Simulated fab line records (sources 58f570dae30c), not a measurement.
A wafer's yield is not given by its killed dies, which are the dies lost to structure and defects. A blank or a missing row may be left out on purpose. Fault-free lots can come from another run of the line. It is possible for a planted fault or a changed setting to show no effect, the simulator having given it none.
The tool behind it: which one?    flow berkeley-cmos170    14 lots, 42 wafers sampled, at 5 steps of a route of 331

== WHAT THE GAUGES READ, wafer by wafer ==
UCB170_SPACER_THK_MEAS_01. Usual: SPACER_TEOS_THK typically reads 377 nm, with standard deviation 5.5.
lot   measured      on             SPACER_TEOS_THK (nm)  flag
L708  day 7 17:16   film-metro-02  376 369 374           
L709  day 7 17:16   film-metro-04  381 384 384           
L710  day 8 00:20   film-metro-04  379 384 383           
L715  day 8 12:27   film-metro-04  376 321 325           OFF
L716  day 9 13:38   film-metro-04  374 315 381           OFF
L720  day 10 01:15  film-metro-03  371 382 379           
L721  day 10 01:49  film-metro-03  380 370 384           
L727  day 10 15:25  film-metro-03  375 369 378           
L728  day 10 16:21  film-metro-04  380 381 380           
L725  day 11 05:28  film-metro-03  383 381 388           
L724  day 11 05:44  film-metro-04  367 368 370           
L729  day 11 13:14  film-metro-04  373 381 380           
L730  day 11 13:26  film-metro-03  377 386 391           
L731  day 11 21:34  film-metro-02  381 373 380           

UCB170_V2_THK_MEAS_01. Usual: V2_TEOS_THK typically reads 2000 nm, with standard deviation 25.
lot   measured      on             V2_TEOS_THK (nm)  flag
L708  day 9 04:07   film-metro-03  1939 1950 1964    
L709  day 9 02:51   film-metro-04  2002 2008 2051    
L710  day 9 09:45   film-metro-01  2029 2031 2034    
L715  day 9 22:34   film-metro-04  2006 1973 1970    
L716  day 10 15:24  film-metro-04  1967 1978 1994    
L720  day 11 09:23  film-metro-04  1960 1988 1998    
L721  day 11 09:41  film-metro-01  1984 2022 2028    
L727  day 12 04:11  film-metro-04  1976 1957 1994    
L728  day 11 21:35  film-metro-03  1990 1992 2021    
L725  day 12 08:57  film-metro-03  1975 1996 2004    
L724  day 12 10:10  film-metro-01  1970 1982 1972    
L729  day 12 16:35  film-metro-04  1944 1985 1962    
L730  day 12 21:56  film-metro-03  1995 1999 2030    
L731  day 12 23:11  film-metro-03  2021 2010 2026    

== EACH LOT AND THE TOOL THAT RAN IT (in order: tool; ch and the chambers of the sampled wafers; start) ==
lot   UCB170_SPACER_CVD_00             UCB170_SPACER_ETCHBACK_03           UCB170_M2_ETCH_17
L708  pecvd-01 ch 0,1, day 7 17:13     rie-diel-01 ch 1,2,3, day 8 00:11   rie-diel-01 ch 1,2,3, day 9 03:30
L709  pecvd-03 ch 0,1,2, day 7 17:13   rie-diel-04 ch 0,3, day 8 00:07     rie-diel-04 ch 0,3, day 9 02:03
L710  pecvd-01 ch 1,2, day 8 00:16     rie-diel-01 ch 1,2, day 8 05:09     rie-diel-01 ch 0,2,3, day 9 09:08
L715  pecvd-01 ch 0,1, day 8 12:23     rie-diel-04 ch 1,2,3, day 8 18:01   rie-diel-04 ch 0,2,3, day 9 21:58
L716  pecvd-01 ch 0,2, day 9 13:35     rie-diel-01 ch 1,2,3, day 9 18:14   rie-diel-02 ch 1,2,3, day 10 14:48
L720  pecvd-02 ch 0,2, day 10 01:13    rie-diel-02 ch 0,2, day 10 02:51    rie-diel-02 ch 0,3, day 11 08:43
L721  pecvd-03 ch 0,1,2, day 10 01:47  rie-diel-01 ch 1,2,3, day 10 08:27  rie-diel-04 ch 0,2, day 11 09:00
L727  pecvd-02 ch 0,1, day 10 15:22    rie-diel-04 ch 0,1,2, day 10 21:34  rie-diel-01 ch 0,1,2, day 12 03:32
L728  pecvd-03 ch 1,2, day 10 16:17    rie-diel-01 ch 1,2,3, day 10 21:34  rie-diel-04 ch 0,1,2, day 11 20:59
L725  pecvd-03 ch 1,2, day 11 05:25    rie-diel-02 ch 2,3, day 11 11:13    rie-diel-04 ch 0,1, day 12 08:20
L724  pecvd-02 ch 0,1,2, day 11 05:42  rie-diel-04 ch 1,2,3, day 11 11:13  rie-diel-02 ch 0,1,3, day 12 09:34
L729  pecvd-02 ch 1,2, day 11 13:12    rie-diel-02 ch 0,1, day 11 18:28    rie-diel-04 ch 1,2, day 12 15:58
L730  pecvd-03 ch 1,2, day 11 13:23    rie-diel-01 ch 0,1, day 11 18:28    rie-diel-01 ch 0,2,3, day 12 21:19
L731  pecvd-01 ch 0,2, day 11 21:31    rie-diel-01 ch 0,3, day 12 02:25    rie-diel-01 ch 0,2, day 12 22:34
- UCB170_SPACER_CVD_00: deposits SiO2 from TEOS/O2, target thk 376 nm, time 47 s.
- UCB170_SPACER_ETCHBACK_03: etches SiO2 in CHF3/CF4/Ar, stops on Si, target depth 376 nm, time 100 s.
- UCB170_M2_ETCH_17: etches BARC in N2/H2.

== WHAT THE TOOLS THEMSELVES READ (means of the sampled wafers that have a number; where no wafer has one, the mark that the record gives instead) ==
UCB170_SPACER_CVD_00. Usual: heater-power-w reads 274 W (standard deviation 51).
lot   tool      heater-power-w (W)  flag
L708  pecvd-01  249                 
L709  pecvd-03  275                 
L710  pecvd-01  230                 
L715  pecvd-01  244                 
L716  pecvd-01  244                 
L720  pecvd-02  294                 
L721  pecvd-03  275                 
L727  pecvd-02  368                 
L728  pecvd-03  270                 
L725  pecvd-03  248                 
L724  pecvd-02  314                 
L729  pecvd-02  292                 
L730  pecvd-03  295                 
L731  pecvd-01  250                 

UCB170_SPACER_ETCHBACK_03. Usual: drypump-motor-current-A 5.7 A, standard deviation 0.51; oes-product-au 0.903 a.u., standard deviation 0.013; throttle-valve-pct 6.49 %, standard deviation 0.14.
lot   tool         drypump-motor-current-A (A)  oes-product-au (a.u.)  throttle-valve-pct (%)  flag
L708  rie-diel-01  5.8                          0.899                  6.52                    
L709  rie-diel-04  5.7                          0.916                  6.64                    
L710  rie-diel-01  6.0                          0.903                  6.47                    
L715  rie-diel-04  5.7                          0.831                  6.46                    OFF
L716  rie-diel-01  5.7                          0.868                  6.53                    
L720  rie-diel-02  6.0                          0.905                  6.32                    
L721  rie-diel-01  5.8                          0.901                  6.54                    
L727  rie-diel-04  5.7                          0.889                  6.50                    
L728  rie-diel-01  5.8                          0.909                  6.54                    
L725  rie-diel-02  6.2                          0.915                  6.34                    
L724  rie-diel-04  5.7                          0.878                  6.47                    
L729  rie-diel-02  5.2                          0.908                  6.46                    
L730  rie-diel-01  5.9                          0.911                  6.41                    
L731  rie-diel-01  5.3                          0.903                  6.49                    

UCB170_M2_ETCH_17. Usual: drypump-motor-current-A 5.6 A, standard deviation 0.49; n2-flow-sccm 100.02 sccm, standard deviation 0.28; oes-product-au 1.005 a.u., standard deviation 0.025; throttle-valve-pct 13.32 %, standard deviation 0.23.
lot   tool         drypump-motor-current-A (A)  n2-flow-sccm (sccm)  oes-product-au (a.u.)  throttle-valve-pct (%)  flag
L708  rie-diel-01  5.8                          99.79                1.013                  13.44                   
L709  rie-diel-04  5.7                          99.99                0.994                  13.54                   
L710  rie-diel-01  5.4                          100.07               1.017                  13.37                   
L715  rie-diel-04  5.5                          100.27               0.971                  13.33                   
L716  rie-diel-02  5.8                          100.05               1.002                  13.27                   
L720  rie-diel-02  5.7                          99.91                1.011                  13.12                   
L721  rie-diel-04  5.5                          99.85                0.993                  13.36                   
L727  rie-diel-01  5.5                          100.05               1.035                  13.33                   
L728  rie-diel-04  5.7                          100.01               0.987                  13.37                   
L725  rie-diel-04  5.9                          100.12               1.003                  13.58                   
L724  rie-diel-02  5.4                          99.93                1.011                  13.25                   
L729  rie-diel-04  5.9                          99.92                0.979                  13.37                   
L730  rie-diel-01  5.3                          100.16               1.019                  13.37                   
L731  rie-diel-01  5.0                          100.11               1.036                  13.41                   

== THE ANSWER, worked out from the rows above alone ==
Rule: a lot counts as off when the mean over its wafers that have a number is more than 3 standard deviations away from the usual mean. Also off: a lot with no number at a reading for which 4 or more lots have one. Any other lot the step has rows for is counted as sound. The gauges are gone through in route order, then the tools' own readings, and for those a lot's mean is taken as printed above. At the first step where some lot is off, the reading lying furthest off is the one used; lots without a number count as furthest.
Off: L715, L716, at UCB170_SPACER_THK_MEAS_01 (SPACER_TEOS_THK).
A tool fits if, at a process step before that reading, it ran every lot that is off, and no sound lot after the first of them. Gauges at UCB170_SPACER_THK_MEAS_01: tried the same way as those tools. None of those tried fits.

== WHAT HAD BEEN PUT IN BY THE SIMULATOR ==
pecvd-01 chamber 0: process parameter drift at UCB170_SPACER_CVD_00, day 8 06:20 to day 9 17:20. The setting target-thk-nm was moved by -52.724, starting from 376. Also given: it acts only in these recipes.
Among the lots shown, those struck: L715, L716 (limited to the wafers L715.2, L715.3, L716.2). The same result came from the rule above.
